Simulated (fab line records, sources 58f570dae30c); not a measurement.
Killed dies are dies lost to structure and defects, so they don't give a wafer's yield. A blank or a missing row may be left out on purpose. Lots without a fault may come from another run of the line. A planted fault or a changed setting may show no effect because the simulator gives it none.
fab line records | flow berkeley_cmos170
record lots=5 wafers=27
route steps=331 shown FIELD@90 SACOX@97 GATE@125 SPACER@171 SILICIDE@211 M2@272 M3@331
start_h: hours from the record's first day to the start of the lot's first wafer shown | wait_h: hours since the lot's step before | " the same as in the row above | L1.1+2: a row that stands for several wafers | - no value, or no start given | * or withheld: withheld | < > ~ a bound
route shown NAME@n: a module of which the file shows steps, and the number in the route of the first | usual: mean/standard deviation of fault-free wafers | same: alike in all rows | chamber/n: place in a boat | sites: the reading at each site | _std_site: their standard deviation | _edge_site: outer sites' mean less inner sites' | radius_mm: how far each site lies from the wafer's centre | mask NAME#n: copy n | behind: the tool/chamber that last shaped the wafer | hold: why the lot was held/for how many hours/how that ended | device: the transistor (n, p or np) that didn't switch | end of line: the same wafers' tests at the end of the route | a step without rows: its recipe alone | killed: dies lost to structure and defects at the first sort, not the wafer's yield | map: a wafer's dies, x killed, . not, _ none there
set.NAME: the setting as run; set.NAME@STEP: as run at that earlier step | model.NAME: the simulator's own value behind a step, which no gauge read
lots whose settings were changed on purpose; a table a step, a row a wafer
## steps
# step UCB170_FIELD_OXIDATION_01
# recipe temp_c=1000 ambient=H2O p_h2o_torr=584.62 target_thk_a=5583 ox_time_s=7200
# columns lot.wafer tool chamber start_h wait_h set.ox_time_s model.SiO2_of_FIELD_OXIDATION_01.thk_nm
L075.1 - - - 4.0 5669 479.6
L075.2 " - " " 5669 482.6
L075.3 " - " " 5669 488.5
L075.4 " - " " 5669 485.7
L075.5 " - " " 5669 487.4
L075.6 " - " " 5669 486.1
L077.1 - - - 5.0 10210 708.6
L077.2 " - " " 10210 705.3
L077.3 " - " " 10210 705.8
L077.4 " - " " 10210 710.1
L077.5 " - " " 10210 706.7
L077.6 " - " " 10210 700
L079.1 - - - 4.6 4804 432.3
L079.2 " - " " 4804 428
L079.3 " - " " 4804 432.2
L079.4 " - " " 4804 432.7
L079.5 " - " " 4804 424.1
L079.6 " - " " 4804 423.8
L081.1 - - - 8.6 5867 474.2
L081.2 " - " " 5867 480.1
L081.3 " - " " 5867 483.6
L081.4 " - " " 5867 475.6
L081.5 " - " " 5867 471.5
L081.6 " - " " 5867 469.4
L085.1 furnace-04 0 167.16 2.9 7200 547.7
L085.3 " 0 " " 7200 550.2
L085.4 " 0 " " 7200 547.6
# step UCB170_FIELD_THK_MEAS_02
# recipe reads=SiO2_of_FIELD_OXIDATION_01
# usual FIELD_OXIDE_THK=560/9.1
# columns lot.wafer tool chamber start_h wait_h set.ox_time_s@FIELD_OXIDATION_01 FIELD_OXIDE_THK[nm]
L075.1 film_metro-01 - - - 5669 479
L075.2 " - " " 5669 483
L075.3 " - " " 5669 489
L075.4 " - " " 5669 486
L075.5 " - " " 5669 487
L075.6 " - " " 5669 486
L077.1 film_metro-01 - - - 10210 708
L077.2 " - " " 10210 705
L077.3 " - " " 10210 706
L077.4 " - " " 10210 710
L077.5 " - " " 10210 707
L077.6 " - " " 10210 700
L079.1 film_metro-04 - - - 4804 432
L079.2 " - " " 4804 428
L079.3 " - " " 4804 432
L079.4 " - " " 4804 433
L079.5 " - " " 4804 424
L079.6 " - " " 4804 424
L081.1 film_metro-04 - - - 5867 474
L081.2 " - " " 5867 480
L081.3 " - " " 5867 483
L081.4 " - " " 5867 476
L081.5 " - " " 5867 472
L081.6 " - " " 5867 469
L085.1 film_metro-04 - 170.16 0.0 7200 548
L085.3 " - " " 7200 550
L085.4 " - " " 7200 548
# step UCB170_FIELD_ANNEAL_03
# recipe temp_c=1000 time_s=1200 ambient=N2
# step UCB170_FIELD_WET_ETCH_04
# recipe chemistry=dHF dilution=10:1 target=SiO2 temp_c=25 time_s=60
# step UCB170_FIELD_WET_ETCH_05
# recipe chemistry=H3PO4 target=Si3N4 temp_c=160 time_s=12600
# step UCB170_FIELD_WET_ETCH_06
# recipe chemistry=BOE dilution=5:1 target=SiO2 temp_c=25 time_s=22
# step UCB170_FIELD_THK_MEAS_90
# recipe reads=SiO2_of_FIELD_OXIDATION_01
# usual FIELD_OXIDE_LEFT_1_THK=443/9
# columns lot.wafer tool chamber start_h wait_h set.ox_time_s@FIELD_OXIDATION_01 FIELD_OXIDE_LEFT_1_THK[nm]
L075.1 film_metro-01 - 114.09 0.0 5669 364
L075.2 " - " " 5669 367
L075.3 " - " " 5669 372
L075.4 " - " " 5669 370
L075.5 " - " " 5669 372
L075.6 " - " " 5669 371
L077.1 film_metro-01 - 135.34 0.0 10210 593
L077.2 " - " " 10210 589
L077.3 " - " " 10210 589
L077.4 " - " " 10210 594
L077.5 " - " " 10210 591
L077.6 " - " " 10210 584
L079.1 film_metro-04 - 135.40 0.1 4804 315
L079.2 " - " " 4804 311
L079.3 " - " " 4804 316
L079.4 " - " " 4804 316
L079.5 " - " " 4804 307
L079.6 " - " " 4804 307
L081.1 film_metro-01 - 162.58 0.0 5867 358
L081.2 " - " " 5867 363
L081.3 " - " " 5867 367
L081.4 " - " " 5867 359
L081.5 " - " " 5867 355
L081.6 " - " " 5867 352
L085.1 film_metro-01 - 178.84 0.0 7200 432
L085.3 " - " " 7200 434
L085.4 " - " " 7200 432
# step UCB170_SACOX_CLEAN_00
# recipe chemistry=dHF dilution=25:1 time_s=7.5
# step UCB170_SACOX_OXIDATION_01
# recipe temp_c=900 ambient=O2 target_thk_a=144 ox_time_s=2400
# step UCB170_GATE_WET_ETCH_00
# recipe chemistry=dHF dilution=25:1 target=SiO2 temp_c=25 time_s=200
# step UCB170_FIELD_THK_MEAS_91
# recipe reads=SiO2_of_FIELD_OXIDATION_01
# usual FIELD_OXIDE_LEFT_2_THK=355/9.2
# columns lot.wafer tool chamber start_h wait_h set.ox_time_s@FIELD_OXIDATION_01 FIELD_OXIDE_LEFT_2_THK[nm]
L075.1 film_metro-04 - 151.67 0.0 5669 274
L075.2 " - " " 5669 278
L075.3 " - " " 5669 283
L075.4 " - " " 5669 281
L075.5 " - " " 5669 282
L075.6 " - " " 5669 282
L077.1 film_metro-01 - 166.21 0.0 10210 505
L077.2 " - " " 10210 501
L077.3 " - " " 10210 501
L077.4 " - " " 10210 505
L077.5 " - " " 10210 503
L077.6 " - " " 10210 496
L079.1 film_metro-02 - 166.54 0.0 4804 227
L079.2 " - " " 4804 223
L079.3 " - " " 4804 227
L079.4 " - " " 4804 228
L079.5 " - " " 4804 219
L079.6 " - " " 4804 219
L081.1 film_metro-04 - 187.27 0.0 5867 269
L081.2 " - " " 5867 275
L081.3 " - " " 5867 279
L081.4 " - " " 5867 271
L081.5 " - " " 5867 267
L081.6 " - " " 5867 263
L085.1 film_metro-01 - 196.40 0.0 7200 343
L085.3 " - " " 7200 345
L085.4 " - " " 7200 343
# step UCB170_SPACER_CVD_00
# recipe material=SiO2 target_thk_nm=376 temp_c=390 precursor=TEOS/O2 time_s=47 rf_w=550 pressure_mtorr=9000
# columns lot.wafer tool chamber start_h wait_h set.time_s model.SiO2_of_SPACER_CVD_00.thk_nm
L075.1 pecvd-03 2 173.25 0.0 47 369.1
L075.2 " 1 " " 24.52 189.9
L075.3 " 0 " " 24.52 189
L075.4 " 0 " " 47 372.4
L075.5 " 1 " " 24.52 188.6
L075.6 " 2 " " 47 371.7
L077.1 pecvd-01 2 189.56 0.0 20.65 165.7
L077.2 " 1 " " 47 369.8
L077.3 " 0 " " 20.65 163.7
L077.4 " 2 " " 47 374.2
L077.5 " 1 " " 47 379.1
L077.6 " 0 " " 20.65 167.9
L079.1+6 pecvd-01 0,2 189.77 0.0 36.98 299.5
L079.2 " 1 " " 36.98 293.1
L079.3 " 2 " " 47 373
L079.4 " 0 " " 47 379.3
L079.5 " 1 " " 47 376.7
L081.1 pecvd-03 0 205.45 0.0 28.09 216.1
L081.2 " 1 " " 47 365.2
L081.3 " 2 " " 47 368.8
L081.4 " 0 " " 47 375.5
L081.5 " 2 " " 28.09 216.5
L081.6 " 1 " " 28.09 220.2
L085.1 pecvd-03 2 220.13 0.0 47 370.2
L085.3 " 1 " " 47 366.9
L085.4 " 2 " " 47 369.9
# step UCB170_SPACER_THK_MEAS_01
# recipe reads=SiO2_of_SPACER_CVD_00
# usual SPACER_TEOS_THK=373/4.4
# columns lot.wafer tool chamber start_h wait_h set.time_s@SPACER_CVD_00 SPACER_TEOS_THK[nm]
L075.1 film_metro-01 - 173.29 0.0 47 369
L075.2 " - " " 24.52 190
L075.3 " - " " 24.52 189
L075.4 " - " " 47 372
L075.5 " - " " 24.52 189
L075.6 " - " " 47 372
L077.1 film_metro-04 - 189.61 0.0 20.65 166
L077.2 " - " " 47 370
L077.3 " - " " 20.65 164
L077.4 " - " " 47 374
L077.5 " - " " 47 379
L077.6 " - " " 20.65 168
L079.1 film_metro-01 - 189.81 0.0 36.98 299
L079.2 " - " " 36.98 293
L079.3 " - " " 47 373
L079.4 " - " " 47 379
L079.5 " - " " 47 376
L079.6 " - " " 36.98 300
L081.1 film_metro-01 - 205.49 0.0 28.09 216
L081.2 " - " " 47 365
L081.3 " - " " 47 369
L081.4 " - " " 47 375
L081.5 " - " " 28.09 216
L081.6 " - " " 28.09 220
L085.1 film_metro-04 - 220.17 0.0 47 370
L085.3 " - " " 47 367
L085.4 " - " " 47 370
# step UCB170_SPACER_ANNEAL_02
# recipe temp_c=900 time_s=1800 ambient=N2
# step UCB170_SPACER_ETCHBACK_03
# recipe stop_on=Si target=SiO2 chemistry=CHF3/CF4/Ar CHF3_flow_sccm=50 cf4_flow_sccm=10 Ar_flow_sccm=120 pressure_mtorr=200 rf_w=500 target_depth_a=3760 time_s=100
# usual oes_product_au=0.893/0.015
# columns lot.wafer tool chamber start_h wait_h set.time_s@SPACER_CVD_00 oes_product_au model.etch.depth_nm
L075.1 rie_diel-04 1 180.84 0.0 47 0.882 -
L075.2 " 2 " " 24.52 0.576 -
L075.3 " 3 " " 24.52 0.579 189
L075.4 " 0 " " 47 0.900 -
L075.5 " 3 " " 24.52 0.567 188.6
L075.6 " 0 " " 47 0.891 371.7
L077.1 rie_diel-01 1 195.60 0.0 20.65 0.508 165.7
L077.2 " 2 " " 47 0.878 369.8
L077.3 " 3 " " 20.65 0.533 -
L077.4 " 0 " " 47 0.883 -
L077.5 " 3 " " 47 0.919 -
L077.6 " 0 " " 20.65 0.518 167.9
L079.1 rie_diel-03 3 195.60 0.0 36.98 0.751 299.5
L079.2 " 2 " " 36.98 0.738 -
L079.3 " 0 " " 47 0.912 373
L079.4 " 1 " " 47 0.897 379.3
L079.5 " 0 " " 47 0.919 -
L079.6 " 3 " " 36.98 0.756 -
L081.1 rie_diel-03 1 213.88 0.0 28.09 0.608 216.1
L081.2 " 3 " " 47 0.870 -
L081.3 " 0 " " 47 0.900 368.8
L081.4 " 0 " " 47 0.915 375.5
L081.5 " 1 " " 28.09 0.616 -
L081.6 " 3 " " 28.09 0.615 -
L085.1 rie_diel-04 1 225.04 0.1 47 0.892 370.2
L085.3 " 2 " " 47 0.897 366.9
L085.4 " 3 " " 47 0.905 369.9
# step UCB170_SILICIDE_SPUTTER_01
# recipe material=Ti target_thk_nm=30 time_s=25 power_w=1500 chamber_pressure_pa=0.5
# columns lot.wafer tool chamber start_h wait_h set.time_s model.Ti_of_SILICIDE_SPUTTER_01.thk_nm
L075.1 pvd_sputter-01 - 188.98 0.0 18.59 22.43
L075.2 " - " " 25 29.65
L075.3 " - " " 18.59 22.47
L075.4 " - " " 25 29.84
L075.5 " - " " 18.59 22.18
L075.6 " - " " 25 29.82
L077.1 pvd_sputter-03 - 202.23 0.0 25 29.48
L077.2 " - " " 18.7 21.5
L077.3 " - " " 18.7 21.97
L077.4 " - " " 25 29.24
L077.5 " - " " 25 29.59
L077.6 " - " " 18.7 21.72
L079.1+4 pvd_sputter-03 - 202.83 0.0 25 29.46
L079.2 " - " " 25 30.03
L079.3 " - " " 25 30.16
L079.5 " - " " 25 29.61
L079.6 " - " " 25 30.05
L081.1 pvd_sputter-04 - 221.18 0.0 32.68 39.19
L081.2 " - " " 32.68 39.41
L081.3 " - " " 25 30.45
L081.4 " - " " 32.68 39.76
L081.5 " - " " 25 30.33
L081.6 " - " " 25 29.98
L085.1 pvd_sputter-04 - 232.01 0.0 25 30.38
L085.3 " - " " 25 29.75
L085.4 " - " " 25 30.2
# step UCB170_SILICIDE_RS_MEAS_02
# recipe thk_meas_gauge=four-point-probe reads=Ti_of_SILICIDE_SPUTTER_01
# usual SILICIDE_TI_RS=26.4/0.46
# columns lot.wafer tool chamber start_h wait_h set.time_s@SILICIDE_SPUTTER_01 SILICIDE_TI_RS[ohm/sq]
L075.1 film_metro-01 - 189.01 0.0 18.59 36.7
L075.2 " - " " 25 26.4
L075.3 " - " " 18.59 36.8
L075.4 " - " " 25 26.3
L075.5 " - " " 18.59 37.3
L075.6 " - " " 25 26.3
L077.1 film_metro-04 - 202.40 0.2 25 26.8
L077.2 " - " " 18.7 39.1
L077.3 " - " " 18.7 38.1
L077.4 " - " " 25 27.0
L077.5 " - " " 25 26.7
L077.6 " - " " 18.7 38.7
L079.1 film_metro-01 - 202.86 0.0 25 26.6
L079.2 " - " " 25 26.1
L079.3 " - " " 25 25.9
L079.4 " - " " 25 26.6
L079.5 " - " " 25 26.5
L079.6 " - " " 25 26.1
L081.1 film_metro-02 - 221.21 0.0 32.68 19.1
L081.2 " - " " 32.68 19.0
L081.3 " - " " 25 25.7
L081.4 " - " " 32.68 18.8
L081.5 " - " " 25 25.8
L081.6 " - " " 25 26.2
L085.1 film_metro-02 - 232.04 0.0 25 25.8
L085.3 " - " " 25 26.4
L085.4 " - " " 25 25.9
# step UCB170_SILICIDE_THK_MEAS_03
# recipe thk_meas_gauge=xrf reads=Ti_of_SILICIDE_SPUTTER_01
# usual SILICIDE_TI_THK=30.1/0.46
# columns lot.wafer tool chamber start_h wait_h set.time_s@SILICIDE_SPUTTER_01 SILICIDE_TI_THK[nm]
L075.1 film_metro-01 - 189.13 0.1 18.59 22.8
L075.2 " - " " 25 30.1
L075.3 " - " " 18.59 22.9
L075.4 " - " " 25 30.3
L075.5 " - " " 18.59 22.6
L075.6 " - " " 25 30.3
L077.1 film_metro-04 - 202.52 0.1 25 29.8
L077.2 " - " " 18.7 21.5
L077.3 " - " " 18.7 22.1
L077.4 " - " " 25 29.3
L077.5 " - " " 25 29.6
L077.6 " - " " 18.7 21.8
L079.1 film_metro-01 - 202.98 0.1 25 29.8
L079.2 " - " " 25 30.6
L079.3 " - " " 25 30.7
L079.4 " - " " 25 29.9
L079.5 " - " " 25 30.1
L079.6 " - " " 25 30.7
L081.1 film_metro-02 - 221.33 0.1 32.68 39.3
L081.2 " - " " 32.68 39.8
L081.3 " - " " 25 30.6
L081.4 " - " " 32.68 40.0
L081.5 " - " " 25 30.5
L081.6 " - " " 25 30.2
L085.1 film_metro-02 - 232.16 0.1 25 30.5
L085.3 " - " " 25 29.9
L085.4 " - " " 25 30.3
# step UCB170_M2_SPUTTER_01
# recipe material=Al target_thk_nm=900 time_s=120 power_w=6000 chamber_pressure_pa=0.5
# columns lot.wafer tool chamber start_h wait_h set.time_s model.Al_of_M2_SPUTTER_01.thk_nm
L075.1 pvd_sputter-02 - 204.15 0.0 166 1240
L075.2 " - " " 166 1233
L075.3 " - " " 120 906.8
L075.4 " - " " 166 1242
L075.5 " - " " 120 893.6
L075.6 " - " " 120 888.9
L077.1 pvd_sputter-03 - 213.27 0.0 120 894.6
L077.2 " - " " 120 882.7
L077.3 " - " " 62.48 461.4
L077.4 " - " " 62.48 460.5
L077.5 " - " " 62.48 464.8
L077.6 " - " " 120 883.2
L079.1 pvd_sputter-01 - 216.07 0.0 120 885.2
L079.2 " - " " 61.6 447.6
L079.3 " - " " 120 892.6
L079.4 " - " " 120 897
L079.5 " - " " 61.6 446.7
L079.6 " - " " 61.6 452
L081.1 pvd_sputter-02 - 233.90 0.0 120 918.1
L081.2 " - " " 158.7 1198
L081.3 " - " " 120 915.6
L081.4 " - " " 120 913.1
L081.5 " - " " 158.7 1207
L081.6 " - " " 158.7 1206
L085.1 pvd_sputter-03 - 245.22 0.0 120 893.5
L085.3 " - " " 120 895.4
L085.4 " - " " 120 884.6
# step UCB170_M2_RS_MEAS_02
# recipe thk_meas_gauge=four-point-probe reads=Al_of_M2_SPUTTER_01
# usual M2_AL_RS=0.0322/0.00039
# columns lot.wafer tool chamber start_h wait_h set.time_s@M2_SPUTTER_01 M2_AL_RS[ohm/sq]
L075.1 film_metro-01 - 204.23 0.0 166 0.0232
L075.2 " - " " 166 0.0233
L075.3 " - " " 120 0.0319
L075.4 " - " " 166 0.0232
L075.5 " - " " 120 0.0324
L075.6 " - " " 120 0.0325
L077.1 film_metro-02 - 213.35 0.0 120 0.0324
L077.2 " - " " 120 0.0328
L077.3 " - " " 62.48 0.0634
L077.4 " - " " 62.48 0.0635
L077.5 " - " " 62.48 0.0629
L077.6 " - " " 120 0.0327
L079.1 film_metro-04 - 216.15 0.0 120 0.0328
L079.2 " - " " 61.6 0.0656
L079.3 " - " " 120 0.0325
L079.4 " - " " 120 0.0323
L079.5 " - " " 61.6 0.0656
L079.6 " - " " 61.6 0.0647
L081.1 film_metro-04 - 233.99 0.0 120 0.0315
L081.2 " - " " 158.7 0.0241
L081.3 " - " " 120 0.0316
L081.4 " - " " 120 0.0317
L081.5 " - " " 158.7 0.0239
L081.6 " - " " 158.7 0.0240
L085.1 film_metro-01 - 245.31 0.0 120 0.0324
L085.3 " - " " 120 0.0323
L085.4 " - " " 120 0.0327
# step UCB170_M2_THK_MEAS_03
# recipe thk_meas_gauge=xrf reads=Al_of_M2_SPUTTER_01
# usual M2_AL_THK=918/13
# columns lot.wafer tool chamber start_h wait_h set.time_s@M2_SPUTTER_01 M2_AL_THK[nm]
L075.1 film_metro-01 - 204.35 0.1 166 1273
L075.2 " - " " 166 1274
L075.3 " - " " 120 935
L075.4 " - " " 166 1281
L075.5 " - " " 120 922
L075.6 " - " " 120 911
L077.1 film_metro-02 - 213.47 0.1 120 913
L077.2 " - " " 120 901
L077.3 " - " " 62.48 472
L077.4 " - " " 62.48 465
L077.5 " - " " 62.48 472
L077.6 " - " " 120 895
L079.1 film_metro-04 - 216.27 0.1 120 897
L079.2 " - " " 61.6 455
L079.3 " - " " 120 905
L079.4 " - " " 120 913
L079.5 " - " " 61.6 453
L079.6 " - " " 61.6 459
L081.1 film_metro-04 - 234.11 0.1 120 934
L081.2 " - " " 158.7 1217
L081.3 " - " " 120 929
L081.4 " - " " 120 929
L081.5 " - " " 158.7 1225
L081.6 " - " " 158.7 1219
L085.1 film_metro-01 - 245.43 0.1 120 917
L085.3 " - " " 120 920
L085.4 " - " " 120 908
# step UCB170_M2_HMDS_04
# recipe prime_time_s=60 prime_temp_c=100
# step UCB170_M2_COAT_05
# recipe resist=KrF spin_rpm=1500 resist_thk_nm=900
# step UCB170_M2_ETCH_17
# recipe chemistry=N2/H2 target_depth_a=withheld overetch_a=withheld target=BARC time_s=withheld source_w=500 bias_w=100 pressure_mtorr=30 n2_flow_sccm=100 h2_flow_sccm=200
# step UCB170_M2_METAL_ETCH_18
# recipe chemistry=Cl2/BCl3 target=Al stop_on=SiO2 pressure_mtorr=12 target_depth_a=11700 over_etch_frac=0.3 time_s=195 icp_w=600 bias_w=120 Cl2_flow_sccm=90 bcl3_flow_sccm=45
# usual oes_product_au=0.844/0.015
# columns lot.wafer tool chamber start_h wait_h set.time_s@M2_SPUTTER_01 oes_product_au
L075.1 rie_metal-03 1 206.31 - 166 0.971
L075.2 " 1 " " 166 0.969
L075.3 " 1 " " 120 0.839
L075.4 " 1 " " 166 0.977
L075.5 " 1 " " 120 0.822
L075.6 " 1 " " 120 0.830
L077.1 rie_metal-03 1 216.54 - 120 0.829
L077.2 " 1 " " 120 0.823
L077.3 " 1 " " 62.48 0.606
L077.4 " 1 " " 62.48 0.606
L077.5 " 1 " " 62.48 0.605
L077.6 " 1 " " 120 0.825
L079.1 rie_metal-03 1 221.26 - 120 0.837
L079.2 " 1 " " 61.6 0.598
L079.3 " 1 " " 120 0.825
L079.4 " 1 " " 120 0.832
L079.5 " 1 " " 61.6 0.604
L079.6 " 1 " " 61.6 0.598
L081.1 rie_metal-04 0 237.40 - 120 0.860
L081.2 " 1 " " 158.7 0.977
L081.3 " 1 " " 120 0.856
L081.4 " 0 " " 120 0.850
L081.5 " 1 " " 158.7 0.983
L081.6 " 0 " " 158.7 0.992
L085.1 rie_metal-02 0 247.38 - 120 0.842
L085.3 " 1 " " 120 0.858
L085.4 " 0 " " 120 0.843
# step UCB170_M3_PROBE_99
# columns lot.wafer tool chamber start_h wait_h set.time_s@SPACER_CVD_00 model.etest.nldd.line_ohm_um model.etest.nldd.rs_ohm_sq model.etest.nplus_sal.width_nm model.etest.pldd.line_ohm_um model.etest.pldd.rs_ohm_sq model.etest.pplus_sal.width_nm
L075.1 prober-01 - 211.88 0.1 47 1121 793 804 1552 1117 801.6
L075.2+3+5 prober-01 - 211.93 0.1 24.52 - - - - - -
L075.4 prober-01 - 212.03 0.2 47 1105 784 783.5 1585 1119 782.4
L075.6 prober-01 - 212.13 0.2 47 1112 780 778.3 1574 1107 772.9
L077.1 prober-02 - 225.04 0.1 20.65 9.606 3.681 873.7 9.631 3.756 874.5
L077.2 prober-02 - 225.09 0.1 47 1841 776.4 560.3 2668 1124 562.1
L077.3 prober-02 - 225.14 0.2 20.65 11.44 4.52 873.6 11.65 4.628 877.2
L077.4 prober-02 - 225.19 0.2 47 1882 780.9 554.8 2661 1135 557.7
L077.5 prober-02 - 225.24 0.2 47 1886 779.5 521.8 2713 1116 518
L077.6 prober-02 - 225.29 0.2 20.65 11.32 4.572 879.3 11.51 4.654 875.1
L079.1 prober-01 - 228.39 0.1 36.98 479.8 363.6 867.4 182.6 137.9 865.1
L079.2 prober-01 - 228.44 0.1 36.98 550 407.1 870.9 187.9 143.9 865.5
L079.3 prober-01 - 228.49 0.2 47 1023 786.5 813.9 1504 1131 817.7
L079.4 prober-01 - 228.54 0.2 47 1048 786.3 798.1 1515 1133 791.1
L079.5 prober-01 - 228.59 0.2 47 1024 779.7 821.6 1477 1133 824.3
L079.6 prober-01 - 228.64 0.2 36.98 643.1 494.1 872 201.3 154.9 867.8
L081.1 prober-01 - 245.65 0.1 28.09 63.87 44.84 863 95.85 67.88 864.4
L081.2 prober-01 - 245.70 0.1 47 1098 775.1 795.7 1510 1063 795.9
L081.3 prober-01 - 245.75 0.2 47 1107 767.4 763.8 1577 1097 767.1
L081.4 prober-01 - 245.80 0.2 47 1099 775.2 762.8 1589 1114 758.4
L081.5 prober-01 - 245.85 0.2 28.09 63.3 44.33 869.5 95.28 67.09 870.5
L081.6 prober-01 - 245.90 0.2 28.09 56.11 39.83 872.5 83.19 59.04 869.5
L085.1 prober-02 - 254.90 0.1 47 1214 771.4 735.8 1733 1105 739.5
L085.3 prober-02 - 255.00 0.2 47 1246 773.5 729.2 1786 1120 727.3
L085.4 prober-02 - 255.05 0.2 47 1211 767.4 735.7 1722 1087 727.5
# killed by level:class
L085.1 SILICIDE:geometric_particle:short=1 M3:geometric_particle:open=1
L085.3 SPACER:geometric_particle:open=1 SILICIDE:geometric_particle:open=1 CONTACT:geometric_particle:open=1 V1:geometric_particle:open=1 V2:geometric_particle:open=1 M3:geometric_particle:short=1
L085.4
## key
split step=UCB170_FIELD_OXIDATION_01 setting=ox_time_s stated=7200 by=lot
response step=UCB170_FIELD_OXIDATION_01 reading=model.SiO2_of_FIELD_OXIDATION_01.thk_nm change=+3.67 per=1% r=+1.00
response step=UCB170_FIELD_THK_MEAS_02 reading=FIELD_OXIDE_THK change=+3.67 per=1% r=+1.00
response step=UCB170_FIELD_THK_MEAS_90 reading=FIELD_OXIDE_LEFT_1_THK change=+3.67 per=1% r=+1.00
response step=UCB170_FIELD_THK_MEAS_91 reading=FIELD_OXIDE_LEFT_2_THK change=+3.68 per=1% r=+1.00
split step=UCB170_SPACER_CVD_00 setting=time_s stated=47 by=wafer
response step=UCB170_SPACER_CVD_00 reading=model.SiO2_of_SPACER_CVD_00.thk_nm change=+3.76 per=1% r=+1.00
response step=UCB170_SPACER_THK_MEAS_01 reading=SPACER_TEOS_THK change=+3.76 per=1% r=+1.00
response step=UCB170_SPACER_ETCHBACK_03 reading=oes_product_au change=+0.00678 per=1% r=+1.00
response step=UCB170_SPACER_ETCHBACK_03 reading=model.etch.depth_nm change=+3.74 per=1% r=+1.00
response step=UCB170_M3_PROBE_99 reading=model.etest.pldd.line_ohm_um shape=bent at_lowest=10.93 at_stated=1811 at_highest=1811
response step=UCB170_M3_PROBE_99 reading=model.etest.nldd.line_ohm_um shape=bent at_lowest=10.79 at_stated=1268 at_highest=1268
response step=UCB170_M3_PROBE_99 reading=model.etest.pldd.rs_ohm_sq shape=bent at_lowest=4.346 at_stated=1114 at_highest=1114
response step=UCB170_M3_PROBE_99 reading=model.etest.nldd.rs_ohm_sq shape=bent at_lowest=4.258 at_stated=778.4 at_highest=778.4
split step=UCB170_SILICIDE_SPUTTER_01 setting=time_s stated=25 by=wafer
response step=UCB170_SILICIDE_SPUTTER_01 reading=model.Ti_of_SILICIDE_SPUTTER_01.thk_nm change=+0.298 per=1% r=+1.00
response step=UCB170_SILICIDE_RS_MEAS_02 reading=SILICIDE_TI_RS change=-0.349 per=1% r=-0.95
response step=UCB170_SILICIDE_THK_MEAS_03 reading=SILICIDE_TI_THK change=+0.301 per=1% r=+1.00
split step=UCB170_M2_SPUTTER_01 setting=time_s stated=120 by=wafer
response step=UCB170_M2_SPUTTER_01 reading=model.Al_of_M2_SPUTTER_01.thk_nm change=+8.96 per=1% r=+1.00
response step=UCB170_M2_RS_MEAS_02 reading=M2_AL_RS change=-0.000509 per=1% r=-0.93
response step=UCB170_M2_THK_MEAS_03 reading=M2_AL_THK change=+9.13 per=1% r=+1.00
response step=UCB170_M2_METAL_ETCH_18 reading=oes_product_au change=+0.00438 per=1% r=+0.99
